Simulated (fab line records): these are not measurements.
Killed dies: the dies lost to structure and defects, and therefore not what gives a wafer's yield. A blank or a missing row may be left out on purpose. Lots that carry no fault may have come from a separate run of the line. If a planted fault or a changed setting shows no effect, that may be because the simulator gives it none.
fab line records -- flow berkeley_cmos170
record lots=6, wafers=18, last_day=12
route steps=331 shown M3@310
lots that met no fault: from a run of the same line without faults
start_h: hours from the record's opening day to when the first of the lot's shown wafers began -- wait_h: hours since the lot's step before -- " identical to the entry in the row above -- L1.1+2: a single row standing in for several wafers -- - value missing, or start not given -- * or withheld: withheld -- < > ~ a bound
route shown NAME@n: names a module that has steps shown in the file, with the first one's number in the route -- usual: mean and standard deviation over wafers with no fault -- same: alike in all rows -- chamber/n: place in a boat -- sites: per-site readings -- _std_site: standard deviation of those values -- _edge_site: inner sites' mean taken away from outer sites' mean -- radius_mm: how far each site lies from the wafer's centre -- mask NAME#n: copy n -- behind: tool/chamber where the wafer was last shaped -- hold: the reason the lot was held/the length of the hold in hours/how it ended -- device: the transistor (n, p or np) that didn't switch -- end of line: tests run on the same wafers once the route is complete -- step lacking rows: just its recipe -- killed: dies that structure and defects cost at the first sort, which is not the same as the wafer's yield -- map: a wafer's dies, x killed, . not, _ none there
set.NAME: the setting the step ran with; set.NAME@STEP: the setting that earlier step ran with -- model.NAME: the simulator's own value behind a step, which no gauge read
lots at selected steps of the route; one table per step, one row per wafer
services: when a tool's chamber went out of use (start_h, in hours from the record's first day, below 0 if earlier), for how many hours, and the reason
## steps
# step UCB170_M3_SPUTTER_01
# recipe material=Al, target_thk_nm=900, time_s=120, power_w=6000, chamber_pressure_pa=0.5
# usual throttle_valve_pct=29.8/1
lot.wafer,tool,chamber,start_h,wait_h,throttle_valve_pct
L239.1,pvd_sputter-02,-,167.83,0.0,28.1
L239.2,pvd_sputter-02,-,167.83,0.0,30.5
L239.3,pvd_sputter-02,-,167.83,0.0,29.2
L249.2,pvd_sputter-01,-,211.61,0.0,29.2
L249.3,pvd_sputter-01,-,211.61,0.0,29.2
L249.4,pvd_sputter-01,-,211.61,0.0,29.9
L250.1,pvd_sputter-01,-,228.63,0.0,28.9
L250.2,pvd_sputter-01,-,228.63,0.0,29.5
L250.3,pvd_sputter-01,-,228.63,0.0,29.4
L251.2,pvd_sputter-02,-,234.03,0.0,29.2
L251.3,pvd_sputter-02,-,234.03,0.0,30.6
L251.6,pvd_sputter-02,-,234.03,0.0,29.3
L254.1,pvd_sputter-02,-,240.65,0.0,30.0
L254.4,pvd_sputter-02,-,240.65,0.0,29.0
L254.5,pvd_sputter-02,-,240.65,0.0,29.8
L261.1,pvd_sputter-01,-,274.14,0.0,29.6
L261.5,pvd_sputter-01,-,274.14,0.0,29.2
L261.6,pvd_sputter-01,-,274.14,0.0,29.2
# step UCB170_M3_RS_MEAS_02
# recipe thk_meas_gauge=four-point-probe, reads=Al_of_M3_SPUTTER_01
# usual M3_AL_RS=0.0323/0.00039
lot.wafer,tool,chamber,start_h,wait_h,M3_AL_RS[ohm/sq]
L239.1,film_metro-01,-,167.91,0.0,0.0322
L239.2,film_metro-01,-,167.91,0.0,0.0323
L239.3,film_metro-01,-,167.91,0.0,0.0321
L249.2,film_metro-01,-,211.71,0.1,0.0324
L249.3,film_metro-01,-,211.71,0.1,0.0325
L249.4,film_metro-01,-,211.71,0.1,0.0329
L250.1,film_metro-04,-,228.72,0.0,0.0327
L250.2,film_metro-04,-,228.72,0.0,0.0323
L250.3,film_metro-04,-,228.72,0.0,0.0328
L251.2,film_metro-02,-,234.13,0.1,0.0330
L251.3,film_metro-02,-,234.13,0.1,0.0330
L251.6,film_metro-02,-,234.13,0.1,0.0330
L254.1,film_metro-04,-,240.73,0.0,0.0320
L254.4,film_metro-04,-,240.73,0.0,0.0321
L254.5,film_metro-04,-,240.73,0.0,0.0321
L261.1,film_metro-02,-,274.22,0.0,0.0320
L261.5,film_metro-02,-,274.22,0.0,0.0321
L261.6,film_metro-02,-,274.22,0.0,0.0321
# step UCB170_M3_THK_MEAS_03
# recipe thk_meas_gauge=xrf, reads=Al_of_M3_SPUTTER_01
# usual M3_AL_THK=905/12
lot.wafer,tool,chamber,start_h,wait_h,M3_AL_THK[nm]
L239.1,film_metro-01,-,168.03,0.1,901
L239.2,film_metro-01,-,168.03,0.1,904
L239.3,film_metro-01,-,168.03,0.1,908
L249.2,film_metro-01,-,211.82,0.1,891
L249.3,film_metro-01,-,211.82,0.1,893
L249.4,film_metro-01,-,211.82,0.1,880
L250.1,film_metro-04,-,228.84,0.1,895
L250.2,film_metro-04,-,228.84,0.1,910
L250.3,film_metro-04,-,228.84,0.1,892
L251.2,film_metro-02,-,234.24,0.1,888
L251.3,film_metro-02,-,234.24,0.1,890
L251.6,film_metro-02,-,234.24,0.1,893
L254.1,film_metro-04,-,240.85,0.1,920
L254.4,film_metro-04,-,240.85,0.1,913
L254.5,film_metro-04,-,240.85,0.1,918
L261.1,film_metro-02,-,274.34,0.1,919
L261.5,film_metro-02,-,274.34,0.1,921
L261.6,film_metro-02,-,274.34,0.1,918
# step UCB170_M3_HMDS_04
# recipe prime_time_s=60, prime_temp_c=100
# step UCB170_M3_COAT_05
# recipe resist=KrF, spin_rpm=1500, resist_thk_nm=900
# step UCB170_M3_SOFTBAKE_06
# recipe resist=KrF, temp_c=130, time_s=60
# step UCB170_M3_STRIP_07
# recipe chemistry=O2, power_w=400, pressure_mtorr=3500, platen_temp_c=withheld, o2_flow_sccm=400, overash_fraction=0.5
# usual drypump_motor_current_A=5.4/0.31, oes_product_au=0.735/0.0046, strip_time_to_endpoint_s=21.95/0.058
lot.wafer,tool,chamber,start_h,wait_h,drypump_motor_current_A,oes_product_au,rf_hours_counter_h,strip_time_to_endpoint_s
L239.1,plasma_asher-02,0,168.60,0.1,5.4,0.740,49,22.00
L239.2,plasma_asher-02,1,168.60,0.1,5.8,0.740,49,21.99
L239.3,plasma_asher-02,1,168.60,0.1,5.8,0.739,-,21.94
L249.2,plasma_asher-03,0,212.32,0.1,5.5,0.727,11,21.97
L249.3,plasma_asher-03,0,212.32,0.1,5.5,0.738,-,22.00
L249.4,plasma_asher-03,1,212.32,0.1,5.1,0.740,-,21.97
L250.1,plasma_asher-03,1,229.35,0.1,5.1,0.733,13,21.96
L250.2,plasma_asher-03,0,229.35,0.1,5.5,0.737,13,22.00
L250.3,plasma_asher-03,1,229.35,0.1,5.1,0.738,-,21.93
L251.2,plasma_asher-02,1,234.76,0.1,5.8,0.734,56,21.94
L251.3,plasma_asher-02,0,234.76,0.1,5.4,0.729,-,21.92
L251.6,plasma_asher-02,1,234.76,0.1,5.9,0.738,-,21.92
L254.1,plasma_asher-02,0,241.36,0.1,5.4,0.741,57,21.97
L254.4,plasma_asher-02,1,241.36,0.1,5.8,0.737,-,21.92
L254.5,plasma_asher-02,1,241.36,0.1,5.8,0.736,-,21.98
L261.1,plasma_asher-03,0,274.86,0.1,5.5,0.733,19,21.92
L261.5,plasma_asher-03,0,274.86,0.1,5.5,0.738,-,21.84
L261.6,plasma_asher-03,1,274.86,0.1,5.1,0.738,-,21.78
# step UCB170_M3_STRIP_08
# recipe chemistry=DMSO, temp_c=80, time_s=600, material=KrF
# step UCB170_M3_COAT_09
# recipe resist=BARC, temp_c=withheld, time_s=withheld, spin_rpm=3000, resist_thk_nm=withheld
# step UCB170_M3_COAT_10
# recipe resist=KrF, spin_rpm=1500, resist_thk_nm=900
# step UCB170_M3_SOFTBAKE_11
# recipe resist=KrF, temp_c=130, time_s=60
# step UCB170_M3_EXPOSE_12
# recipe mask_id=METAL3, target_cd_nm=700, na=0.5, sigma_outer=0.6, source_shape=conventional, dose_mj=26
# step UCB170_M3_PEB_13
# recipe peb_temp_c=130, peb_time_s=withheld, resist=KrF
# usual chill_plate_temp_C=23.02/0.096, exhaust_pa=44.9/0.81, plate_temp_C=130.03/0.13
lot.wafer,tool,chamber,start_h,wait_h,chill_plate_temp_C,exhaust_pa,plate_temp_C
L239.1,litho_track-01,0,169.44,0.1,23.00,45.3,129.93
L239.2,litho_track-01,0,169.44,0.1,22.97,45.3,129.83
L239.3,litho_track-01,0,169.44,0.1,23.21,45.3,129.67
L249.2,litho_track-02,0,213.22,0.1,23.09,45.9,129.95
L249.3,litho_track-02,0,213.22,0.1,23.05,43.7,129.91
L249.4,litho_track-02,0,213.22,0.1,23.04,45.3,130.06
L250.1,litho_track-02,-,230.22,0.1,-,-,-
L250.2,litho_track-02,-,230.22,0.1,-,-,-
L250.3,litho_track-02,-,230.22,0.1,-,-,-
L251.2,litho_track-02,-,236.45,0.6,-,-,-
L251.3,litho_track-02,-,236.45,0.6,-,-,-
L251.6,litho_track-02,-,236.45,0.6,-,-,-
L254.1,litho_track-01,0,242.20,0.1,23.11,45.4,129.98
L254.4,litho_track-01,0,242.20,0.1,23.13,44.2,130.13
L254.5,litho_track-01,0,242.20,0.1,22.96,45.2,130.03
L261.1,litho_track-03,0,276.28,0.1,22.93,44.8,129.84
L261.5,litho_track-03,0,276.28,0.1,22.93,43.9,129.98
L261.6,litho_track-03,0,276.28,0.1,23.08,45.2,129.97
# step UCB170_M3_DEVELOP_14
# recipe developer=TMAH, develop_time_s=45, resist=KrF, dev_temp_c=21
## services
tool,chamber,start_h,hours,kind
plasma_asher-02,-,195.37,3.9,repair
## key
first_sign step=UCB170_M3_PEB_13, reading=tool_record, direction=missing
effect none on later readings
met_at UCB170_M3_PEB_13
struck_wafers L250.1,L250.2,L250.3,L251.2,L251.3,L251.6
later_rows_left_out L250.1,L250.2,L250.3,L251.2,L251.3,L251.6
sort_left_out L250.1,L250.2,L250.3,L251.2,L251.3,L251.6
onset_between 213.22 230.22
fault kind=skipped_step_whole, tool=litho_track-02, chamber=-, onset_h=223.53, steps=UCB170_M3_PEB_13, scope=struck_lots_only
# sort_left_out: the simulated sort isn't trusted on such a fault, so these wafers' sort isn't shown, and their yield isn't known
# later_rows_left_out: the simulator's readings of these wafers behind a module that went badly wrong aren't trusted and aren't shown, but for the sort
